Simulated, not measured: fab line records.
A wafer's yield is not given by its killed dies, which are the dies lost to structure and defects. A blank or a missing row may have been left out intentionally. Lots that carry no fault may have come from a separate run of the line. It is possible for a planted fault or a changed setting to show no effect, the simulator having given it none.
Which tool is to blame? ; flow berkeley cmos170 ; 14 lots with 42 wafers sampled at 6 steps, on a route of 331 steps

WHAT THE GAUGES SHOWED, per wafer
UCB170_GATE_CD_MEAS_12 targets a cd of 350 nm.
lot;measured;on;cd nm (nm)
L121;day 6 21:25;cd sem-01;349.3 349.9 350.9
L122;day 6 21:39;cd sem-02;351.2 352.5 352.5
L123;day 7 05:47;cd sem-01;350.4 349.2 349.8
L124;day 7 10:01;cd sem-01;349.9 348.8 349.0
L125;day 7 09:47;cd sem-02;351.3 351.0 349.8
L126;day 7 16:32;cd sem-01;350.4 350.3 349.9
L128;day 7 17:07;cd sem-02;350.7 349.6 349.7
L127;day 7 17:20;cd sem-01;350.3 350.1 350.0
L133;day 9 04:11;cd sem-02;351.1 351.4 351.2
L136;day 10 06:41;cd sem-01;348.5 349.7 350.7
L142;day 10 23:48;cd sem-02;351.3 350.5 352.9
L141;day 10 23:41;cd sem-02;351.7 352.1 350.3
L144;day 11 09:52;cd sem-02;349.5 349.3 349.4
L143;day 11 10:14;cd sem-01;350.3 348.9 350.3

UCB170_CONTACT_THK_MEAS_02.
lot;measured;on;CONTACT_PSG_THK (nm)
L121;day 7 20:23;film metro-03;706 702 704
L122;day 7 18:52;film metro-03;709 713 707
L123;day 7 22:59;film metro-03;703 701 705
L124;day 8 05:13;film metro-03;691 692 693
L125;day 8 03:37;film metro-03;704 706 711
L126;day 8 07:07;film metro-04;704 706 703
L128;day 8 07:04;film metro-02;714 712 716
L127;day 8 10:50;film metro-02;707 712 709
L133;day 10 07:38;film metro-03;1414 1401 1424
L136;day 11 02:04;film metro-03;1429 1422 1429
L142;day 11 19:56;film metro-02;707 701 705
L141;day 11 21:17;film metro-02;709 708 706
L144;day 12 09:30;film metro-04;702 708 707
L143;day 12 09:31;film metro-02;720 724 724

UCB170_V1_BOW_MEAS_03.
lot;measured;on;V1_BOW (um)
L121;day 8 03:17;film metro-02;20 22 26
L122;day 8 03:17;film metro-03;15 14 13
L123;day 8 12:32;film metro-03;7 22 26
L124;day 8 12:53;film metro-01;12 11 4
L125;day 8 12:32;film metro-02;12 21 27
L126;day 8 16:28;film metro-01;25 17 22
L128;day 8 16:31;film metro-03;18 19 22
L127;day 9 01:04;film metro-01;17 13 16
L142;day 12 08:15;film metro-01;29 19 24
L141;day 12 08:51;film metro-01;27 33 2
L144;day 12 19:08;film metro-01;21 18 24
L143;day 12 19:46;film metro-02;14 27 22

TOOL THAT RAN EACH LOT (tool first, then ch and the chambers of the sampled wafers, then the start)
lot;UCB170_PVT_STRIP_08;UCB170_CONTACT_CVD_01;UCB170_CONTACT_ETCH_18
L121;plasma asher-03 ch 0,1, day 6 02:01;lpcvd-02 ch 0, day 7 18:36;rie diel-02 ch 1,3, day 8 03:17 or earlier
L122;plasma asher-02 ch 0,1, day 6 02:17;lpcvd-01 ch 0, day 7 17:05;rie diel-01 ch 0,2,3, day 8 03:17 or earlier
L123;plasma asher-03 ch 0,1, day 6 19:53;lpcvd-02 ch 0, day 7 21:12;rie diel-03 ch 0,1,2, day 8 12:32 or earlier
L124;plasma asher-02 ch 0,1, day 6 23:56;lpcvd-02 ch 0, day 8 03:24;rie diel-02 ch 0,3, day 8 12:53 or earlier
L125;plasma asher-01 ch 0, day 7 00:11;lpcvd-01 ch 0, day 8 01:50;rie diel-03 ch 0,1,3, day 8 12:32 or earlier
L126;plasma asher-03 ch 0,1, day 7 04:09;lpcvd-02 ch 0, day 8 05:20;rie diel-01 ch 1,2, day 8 16:28 or earlier
L128;plasma asher-03 ch 0,1, day 7 07:23;lpcvd-01 ch 1, day 8 05:15;rie diel-02 ch 1,2, day 8 16:31 or earlier
L127;plasma asher-01 ch 0,1, day 7 07:37;lpcvd-02 ch 1, day 8 09:03;rie diel-01 ch 1,2, day 9 01:04 or earlier
L133;plasma asher-02 ch 0,1, day 8 12:12;lpcvd-01 ch 1, day 10 03:54;rie diel-03 ch 0,2, no start
L136;plasma asher-03 ch 0,1, day 9 17:44;lpcvd-02 ch 1, day 10 20:55 and lpcvd-01 ch 1, day 11 00:17;rie diel-03 ch 1,2,3, no start
L142;plasma asher-02 ch 0,1, day 10 10:47;lpcvd-02 ch 0, day 11 18:08;rie diel-01 ch 0,1, day 12 08:15 or earlier
L141;plasma asher-02 ch 0,1, day 10 12:05;lpcvd-01 ch 1, day 11 19:29;rie diel-02 ch 0,2,3, day 12 08:51 or earlier
L144;plasma asher-03 ch 0,1, day 10 22:16;lpcvd-01 ch 0, day 12 07:43;rie diel-03 ch 0,3, day 12 19:08 or earlier
L143;plasma asher-01 ch 0,1, day 10 22:45;lpcvd-01 ch 0, day 12 07:43;rie diel-02 ch 0,1,3, day 12 19:46 or earlier
- UCB170_PVT_STRIP_08: strips in O2.
- UCB170_CONTACT_CVD_01: deposits PSG from SiH4/O2/PH3, target thk 700 nm, time 2820 s.
- UCB170_CONTACT_ETCH_18: etches PSG in CHF3/CF4/Ar, stops on TiSi2, target depth 840 nm, time 195 s.

AS READ BY THE TOOLS THEMSELVES (means over the sampled wafers that have a number; for cases with no such wafer, the mark the record gives instead)
UCB170_PVT_STRIP_08.
lot;tool;drypump motor current A (A);oes product au (a.u.);strip time to endpoint s (s)
L121;plasma asher-03;5.8;0.741;21.57
L122;plasma asher-02;5.6;0.736;21.65
L123;plasma asher-03;5.8;0.737;21.68
L124;plasma asher-02;5.6;0.731;21.57
L125;plasma asher-01;5.0;0.733;21.72
L126;plasma asher-03;5.9;0.733;21.58
L128;plasma asher-03;5.8;0.734;21.66
L127;plasma asher-01;5.0;0.737;21.69
L133;plasma asher-02;5.9;0.728;21.63
L136;plasma asher-03;5.9;0.731;21.66
L142;plasma asher-02;5.9;0.738;21.66
L141;plasma asher-02;5.6;0.731;21.67
L144;plasma asher-03;5.8;0.734;21.57
L143;plasma asher-01;5.0;0.732;21.59

UCB170_CONTACT_CVD_01.
lot;tool;spike tc centre C (C)
L121;lpcvd-02;451.6
L122;lpcvd-01;454.6
L123;lpcvd-02;451.8
L124;lpcvd-02;452.5
L125;lpcvd-01;453.6
L126;lpcvd-02;451.8
L128;lpcvd-01;451.0
L127;lpcvd-02;452.8
L133;lpcvd-01;450.0
L136;lpcvd-02/lpcvd-01;451.9
L142;lpcvd-02;452.4
L141;lpcvd-01;450.2
L144;lpcvd-01;453.4
L143;lpcvd-01;453.0

UCB170_CONTACT_ETCH_18.
lot;tool;drypump motor current A (A);oes product au (a.u.);throttle valve pct (%)
L121;rie diel-02;5.7;0.888;6.95
L122;rie diel-01;5.8;0.903;6.92
L123;rie diel-03;5.3;0.894;6.98
L124;rie diel-02;5.5;0.888;7.01
L125;rie diel-03;5.5;0.897;6.93
L126;rie diel-01;6.0;0.908;7.02
L128;rie diel-02;6.0;0.892;6.80
L127;rie diel-01;6.0;0.899;7.00
L133;rie diel-03;5.6;1.017;6.92
L136;rie diel-03;5.5;0.989;6.96
L142;rie diel-01;6.2;0.909;6.94
L141;rie diel-02;5.6;0.903;6.95
L144;rie diel-03;6.0;0.883;6.87
L143;rie diel-02;5.6;0.909;6.92

THE ANSWER, worked out from the rows above alone
Rule: the lots themselves supply what counts as usual. The widest of any qualifying gaps counts: lots, ordered by their means at a reading, are off when they make up no more than a third of the lots, leave a main group of 4 or more, and stand apart from it by 3 or more times the standard deviation of that group's means. Not used: any main group whose means are identical at the precision the tables above print for the reading. A lot without any number at a reading at which 4 lots or more have one is off too. All remaining lots with rows at the step are treated as sound. After the gauges, taken in route order, come the tools' own readings; for these a lot's mean is taken, as printed above. At the first step where some lot is off, the reading lying furthest off is the one used; lots without a number count as furthest.
Off: at UCB170_CONTACT_THK_MEAS_02 (CONTACT_PSG_THK), L133, L136. Main group: mean 707 nm, sd 6.9.
If a tool, at a process step before that reading, ran all the lots that are off and no sound lot after the first of them, it fits. Not tried: the gauges at UCB170_CONTACT_THK_MEAS_02; whatever is off there is also off at UCB170_CONTACT_ETCH_18, on other tools, and gauge error can't account for it. No candidate that was tried fits.

WHAT WAS PUT IN BY THE SIMULATOR
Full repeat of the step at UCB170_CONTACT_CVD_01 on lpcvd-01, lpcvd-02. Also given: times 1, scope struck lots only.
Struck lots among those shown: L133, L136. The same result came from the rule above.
